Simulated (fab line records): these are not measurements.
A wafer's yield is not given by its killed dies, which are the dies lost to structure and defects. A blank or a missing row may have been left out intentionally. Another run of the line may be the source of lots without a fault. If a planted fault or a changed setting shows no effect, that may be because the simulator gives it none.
Tool commonality check    flow berkeley cmos170    15 lots and 45 wafers in the sample

== THE REASON FOR OPENING IT ==
3 of 15 lots carry a flag on the reading PWELL_NITRIDE_THK at UCB170_PWELL_THK_MEAS_06. Fault-free wafers read 220.1 nm, with a standard deviation of 2.4.
Rule: a lot gets a flag if all its wafers with a number sit over 4 standard deviations from that mean, or if no wafer of it has a number. As for the other lots, they are considered sound.

lot   measured     on             PWELL_NITRIDE_THK (nm), wafer by wafer  flag
L281  day 3 10:37  film metro-01  218.3 219.4 218.6                       
L282  day 3 10:38  film metro-03  214.9 216.2 216.1                       
L283  day 3 19:07  film metro-01  219.6 220.0 220.9                       
L286  day 4 08:58  film metro-01  221.4 220.6 221.1                       
L287  day 4 18:06  film metro-01  222.6 222.0 224.2                       
L288  day 4 18:06  film metro-02  223.7 222.7 224.0                       
L289  day 5 02:51  film metro-02  223.1 221.8 221.7                       
L292  day 5 18:16  film metro-03  222.5 219.9 219.9                       
L291  day 5 18:17  film metro-02  217.5 215.1 215.7                       
L294  day 6 00:19  film metro-01  222.3 222.2 222.3                       
L293  day 6 00:19  film metro-02  222.2 220.3 221.9                       
L295  day 6 10:49  film metro-01  436.2 437.6 437.4                       FLAGGED
L296  day 6 10:50  film metro-02  435.0 438.9 437.1                       FLAGGED
L302  day 7 17:17  film metro-03  441.0 437.9 439.7                       FLAGGED
L304  day 7 23:38  film metro-02  217.2 218.6 217.2                       
The numbers of the flagged lots are 437.9 nm on average: +217.8 nm against the usual, or +91 standard deviations.

== WHICH TOOL RAN EACH LOT ==
The record keeps 1 process step preceding the reading, out of 331 steps on the route. Cell contents, in order: the tool; ch with the chambers the sampled wafers went through; the start.
lot   flag     UCB170_PWELL_CVD_05
L281           lpcvd-02 ch 1, day 3 08:42
L282           lpcvd-02 ch 0, day 3 08:42
L283           lpcvd-01 ch 1, day 3 17:11
L286           lpcvd-01 ch 0, day 4 07:03
L287           lpcvd-01 ch 0, day 4 15:14
L288           lpcvd-01 ch 0, day 4 15:14
L289           lpcvd-02 ch 1, day 5 00:56
L292           lpcvd-02 ch 1, day 5 16:22
L291           lpcvd-02 ch 1, day 5 16:22
L294           lpcvd-02 ch 1, day 5 22:23
L293           lpcvd-02 ch 1, day 5 22:23
L295  FLAGGED  lpcvd-02 ch 1, day 6 06:47
L296  FLAGGED  lpcvd-02 ch 0, day 6 06:47
L302  FLAGGED  lpcvd-01 ch 1, day 7 13:16
L304           lpcvd-02 ch 1, day 7 21:44
What the steps here do:
- UCB170_PWELL_CVD_05: deposits Si3N4 from SiH2Cl2/NH3, target thk 220 nm, time 3300 s.
- UCB170_PWELL_THK_MEAS_06

== FLAGGED OVER TOTAL, TOOL BY TOOL (the gauges that took the reading come last) ==
step                      tool           lots run  flagged  share of the flagged lots  sound lots run after its first flagged lot
UCB170_PWELL_CVD_05       lpcvd-01       5         1        some                       0
UCB170_PWELL_CVD_05       lpcvd-02       10        2        some                       1 (L304)
UCB170_PWELL_THK_MEAS_06  film metro-01  6         1        some                       0
UCB170_PWELL_THK_MEAS_06  film metro-02  6         1        some                       1 (L304)
UCB170_PWELL_THK_MEAS_06  film metro-03  3         1        some                       0

== THE TABLE: WHAT IT ALLOWS ==
No row of the table ran every flagged lot.

== WHAT THE SIMULATOR HAD INSERTED ==
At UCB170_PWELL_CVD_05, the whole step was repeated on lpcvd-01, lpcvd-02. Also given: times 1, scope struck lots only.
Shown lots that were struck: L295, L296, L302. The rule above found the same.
